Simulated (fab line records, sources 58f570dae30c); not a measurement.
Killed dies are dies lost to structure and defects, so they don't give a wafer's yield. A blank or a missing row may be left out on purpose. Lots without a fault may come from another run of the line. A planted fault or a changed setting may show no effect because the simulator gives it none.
Which tool did it? | flow berkeley_cmos170 | 14 lots, 42 wafers sampled, at 3 steps of a route of 331

WHAT THE GAUGES READ, wafer by wafer
UCB170_V1_BOW_MEAS_03.
lot  | measured     | on            | V1_BOW (um)
L996 | day 8 02:23  | film_metro-04 | 22 14 11
L999 | day 9 00:30  | film_metro-03 | 18 19 36
L102 | day 9 01:53  | film_metro-04 | 17 18 28
L998 | day 9 01:53  | film_metro-01 | 29 18 9
L101 | day 9 03:11  | film_metro-01 | 16 22 24
L104 | day 10 03:28 | film_metro-03 | 21 8 12
L103 | day 10 04:49 | film_metro-03 | 27 27 13
L106 | day 10 15:23 | film_metro-03 | 17 13 20
L107 | day 10 17:52 | film_metro-01 | 33 22 30
L108 | day 10 19:28 | film_metro-03 | 5 4 8
L110 | day 11 01:28 | film_metro-01 | 10 18 23
L111 | day 11 02:46 | film_metro-04 | 16 18 24
L114 | day 11 19:13 | film_metro-04 | 24 30 17
L115 | day 11 19:13 | film_metro-01 | 19 10 11

UCB170_M2_OVL_MEAS_16.
lot  | measured     | on         | M2_OVL (nm)
L996 | day 8 09:20  | overlay-02 | -1 -4 -11
L999 | day 9 06:08  | overlay-01 | 1 -4 -6
L102 | day 9 07:10  | overlay-01 | -3 -4 0
L998 | day 9 07:43  | overlay-01 | -12 -14 -17
L101 | day 9 08:16  | overlay-02 | 10 4 13
L104 | day 10 12:31 | overlay-02 | -1 -8 -2
L103 | day 10 12:44 | overlay-01 | -2 10 6
L106 | day 10 19:47 | overlay-02 | 7 2 7
L107 | day 10 22:35 | overlay-01 | 2 2 5
L108 | day 11 01:13 | overlay-02 | -3 -6 -9
L110 | day 11 07:48 | overlay-02 | 5 -1 -3
L111 | day 11 08:39 | overlay-02 | 2 1 -6
L114 | day 12 00:20 | overlay-01 | 3 2 8
L115 | day 12 00:10 | overlay-02 | -4 -1 -1

UCB170_M3_OVL_MEAS_16.
lot  | measured     | on         | M3_OVL (nm)
L996 | day 8 16:10  | overlay-02 | 1 6 5
L999 | day 9 12:22  | overlay-02 | -10 -13 -17
L102 | day 9 14:02  | overlay-02 | -3 -6 -9
L998 | day 9 14:37  | overlay-01 | 4 -2 -3
L101 | day 9 17:31  | overlay-02 | -12 -7 -15
L104 | day 10 18:42 | overlay-01 | -6 -1 -1
L103 | day 10 19:11 | overlay-02 | -4 -6 -5
L106 | day 11 03:25 | overlay-01 | -7 -1 -6
L107 | day 11 05:55 | overlay-01 | -1 8 -4
L108 | day 11 07:25 | overlay-02 | 5 2 3
L110 | day 11 13:26 | overlay-01 | -2 1 -1
L111 | day 11 13:53 | overlay-02 | 0 -3 -6
L114 | day 12 07:30 | overlay-02 | -3 1 -4
L115 | day 12 07:16 | overlay-01 | -6 4 0

WHICH TOOL RAN EACH LOT (tool, then ch and the chambers of the sampled wafers, then the start)
The record holds no process step before these readings.

WHAT THE TOOLS THEMSELVES READ (means of the sampled wafers that have a number; where no wafer has one, the mark that the record gives instead)
The record holds no such reading with a usual standard deviation.

THE ANSWER, worked out from the rows above alone
Rule: what is usual is taken from the lots themselves. Put in order of their means at a reading, lots are off if they are a third of the lots or fewer, leave a main group of 4 or more, and stand apart from it by a gap of 3 or more times the standard deviation of the main group's means; of several such gaps the widest counts. A main group whose means are all the same, to the digits that the tables above print for the reading, isn't used. A lot without any number at a reading at which 4 lots or more have one is off too. The other lots that the step has rows for count as sound. The gauges are gone through in route order, then the tools' own readings, and for those a lot's mean is taken as printed above. The first step at which some lot is off is used, and at that step the reading that is off furthest; a lot without a number counts as furthest.
No lot is off at any reading shown: from this, nothing can be told.

WHAT THE SIMULATOR HAD PUT IN
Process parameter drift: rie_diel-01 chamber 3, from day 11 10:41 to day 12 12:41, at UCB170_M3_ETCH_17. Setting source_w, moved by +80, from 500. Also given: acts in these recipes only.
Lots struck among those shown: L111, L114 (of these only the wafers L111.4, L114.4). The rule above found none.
